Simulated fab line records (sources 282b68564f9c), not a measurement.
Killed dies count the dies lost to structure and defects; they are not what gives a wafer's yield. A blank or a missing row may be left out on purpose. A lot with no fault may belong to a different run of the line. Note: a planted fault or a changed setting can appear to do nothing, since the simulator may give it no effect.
Comparing a struck lot with a sound one || flow ritCmos || 17 out of 202 route steps
Sound: the wafers L138.2, L138.3, L138.4. The struck wafers were L146.2, L146.3, L146.4. The cause comes at the end.
Each step with rows lists, per side, the tool, then ch with its chambers, then its first start. Under that, the readings that differ: sound wafers || struck wafers || difference of the means || sigmas: that difference in standard deviations of wafers without a fault.
alike: words and numbers the same on both sides, and readings whose means are apart by under 2 such deviations; not compared: readings that were withheld, readings missing a value for some wafer, numbers with overlapping values and no deviation given by the record, and bounds like >300 which may hide the same value.
A row with sigmas, a row that says differs or no value, or rows on one side alone: a step with any of these is where the two part. Numbers that have no deviation but don't overlap get no sigmas and don't part them. Lack of a reading on every wafer of one side parts them only where that side has two or more wafers.

first, 1 step without rows for these wafers: RIT_PSD_IMPLANT_08.
RIT_PSD_STRIP_09: strips in O2, time 180 s.
  sound on plasmaAsher-02 ch 0,1, day 3 07:01; struck on plasmaAsher-01 ch 0,1, day 4 23:58
  alike: drypumpMotorCurrentA
  not compared: rfHoursCounterH
RIT_PSD_TW_MEAS_10:
  struck on filmMetro-01, day 5 00:08; sound on filmMetro-02, day 3 07:11
  alike: PSD_TW
then, 3 steps without rows for these wafers: RIT_SDANNEAL_CLEAN_00 (cleans in SC1, time 600 s); RIT_SDANNEAL_CLEAN_01 (cleans in dHF, time 30 s); RIT_SDANNEAL_CLEAN_02 (cleans in SC2, time 600 s).
RIT_SDANNEAL_RTA_03: time 5 s.
  sound on rtpAnneal-02 ch 0, day 3 07:38; struck on rtpAnneal-02 ch 0, day 5 00:35
  alike: wafer_temp_C_max
RIT_SDANNEAL_RS_MEAS_04: measures by four-point-probe.
  struck on filmMetro-02, day 5 00:39; sound on filmMetro-01, day 3 07:42
  alike: PSD_RS
RIT_SDANNEAL_RS_MEAS_05: measures by four-point-probe.
  struck on filmMetro-02, day 5 00:46; sound on filmMetro-01, day 3 07:49
  alike: NSD_RS
RIT_SDANNEAL_RS_MEAS_06: measures by four-point-probe.
  struck on filmMetro-02, day 5 00:53; sound on filmMetro-01, day 3 07:56
  alike: PLDD_RS
RIT_SDANNEAL_RS_MEAS_07: measures by four-point-probe.
  struck on filmMetro-02, day 5 01:01; sound on filmMetro-01, day 3 08:04
  alike: NLDD_RS
then, 1 step without rows for these wafers: RIT_SILICIDE_WET_ETCH_00 (etches SiO2 in BOE, target depth 14 nm, time 15 s).
RIT_SILICIDE_SPUTTER_01: material Ti, target thk 30 nm, time 240 s.
  struck on pvdSputter-01, day 5 01:08; sound on pvdSputter-01, day 3 08:10
{"reading": "model.Ti_of_SILICIDE_SPUTTER_01.thkNm (nm)", "sound": "29.6 30.22 30.16", "struck": "54.25 54.21 53.94", "difference": "+24.14", "sigmas": ""}
  alike: throttleValvePct
RIT_SILICIDE_RS_MEAS_02: measures by four-point-probe.
  struck on filmMetro-02, day 5 01:18; sound on filmMetro-03, day 3 08:20
{"reading": "SILICIDE_TI_RS (ohm/sq)", "sound": "48.9 47.6 47.7", "struck": "23.0 23.1 23.2", "difference": -25.0, "sigmas": -33}
RIT_SILICIDE_THK_MEAS_03: measures by xrf.
  struck on filmMetro-02, day 5 01:25; sound on filmMetro-03, day 3 08:27
{"reading": "SILICIDE_TI_THK (nm)", "sound": "29.7 30.2 30.1", "struck": "54.4 54.2 54.2", "difference": "+24.3", "sigmas": "+54"}
RIT_SILICIDE_RTA_04: time 10 s, ramp up 5 s, ramp down 5 s.
  sound on rtpAnneal-02 ch 0, day 3 08:31; struck on rtpAnneal-01 ch 0, day 5 01:28
  alike: wafer_temp_C_max
RIT_M1_PROBE_99:
  struck on prober-01, day 5 08:18; sound on prober-01, day 3 15:34
{"reading": "model.etest.nmos_0p3.rOnOhmUm", "sound": "2084 2073 2068", "struck": "2253 2235 2269", "difference": "+177", "sigmas": ""}
{"reading": "model.etest.nmos_0p15.rOnOhmUm", "sound": "1082 1050 1079", "struck": "1203 1172 1205", "difference": "+123", "sigmas": ""}
{"reading": "model.etest.contactPplus.endOhmUm", "sound": "41.45 41.8 42.42", "struck": "73.98 72.47 73.83", "difference": "+31.54", "sigmas": ""}
{"reading": "model.etest.contactNplus.endOhmUm", "sound": "41.24 41.92 42.05", "struck": "70.22 69.57 69.92", "difference": "+28.17", "sigmas": ""}
{"reading": "model.etest.npolyLine.lineOhmUm", "sound": "178.6 179.4 176.1", "struck": "143.8 148.1 143.9", "difference": -32.8, "sigmas": ""}
{"reading": "model.etest.ppolyLine.lineOhmUm", "sound": "170 169.7 172.6", "struck": "139.4 144.7 140.9", "difference": -29.1, "sigmas": ""}
{"reading": "model.etest.ppolyLine.widthNm (nm)", "sound": "99.33 96.76 96.58", "struck": "90.95 88.87 90.31", "difference": -7.51, "sigmas": ""}
{"reading": "model.etest.npolyLine.widthNm (nm)", "sound": "98.31 95.32 95.92", "struck": "91.13 88.19 89.4", "difference": -6.94, "sigmas": ""}
  alike: killed_at_M0_to_M3, killedAtContacts, killedAtFrontEnd, killedDies, killedOpen, killedShort

WHERE THEY PART
First at RIT_SILICIDE_RS_MEAS_02; last, within this record, at RIT_SILICIDE_THK_MEAS_03. Later steps at which nothing parts them and some readings are alike: RIT_SILICIDE_RTA_04, RIT_M1_PROBE_99.

WHY: what had been put in by the simulator
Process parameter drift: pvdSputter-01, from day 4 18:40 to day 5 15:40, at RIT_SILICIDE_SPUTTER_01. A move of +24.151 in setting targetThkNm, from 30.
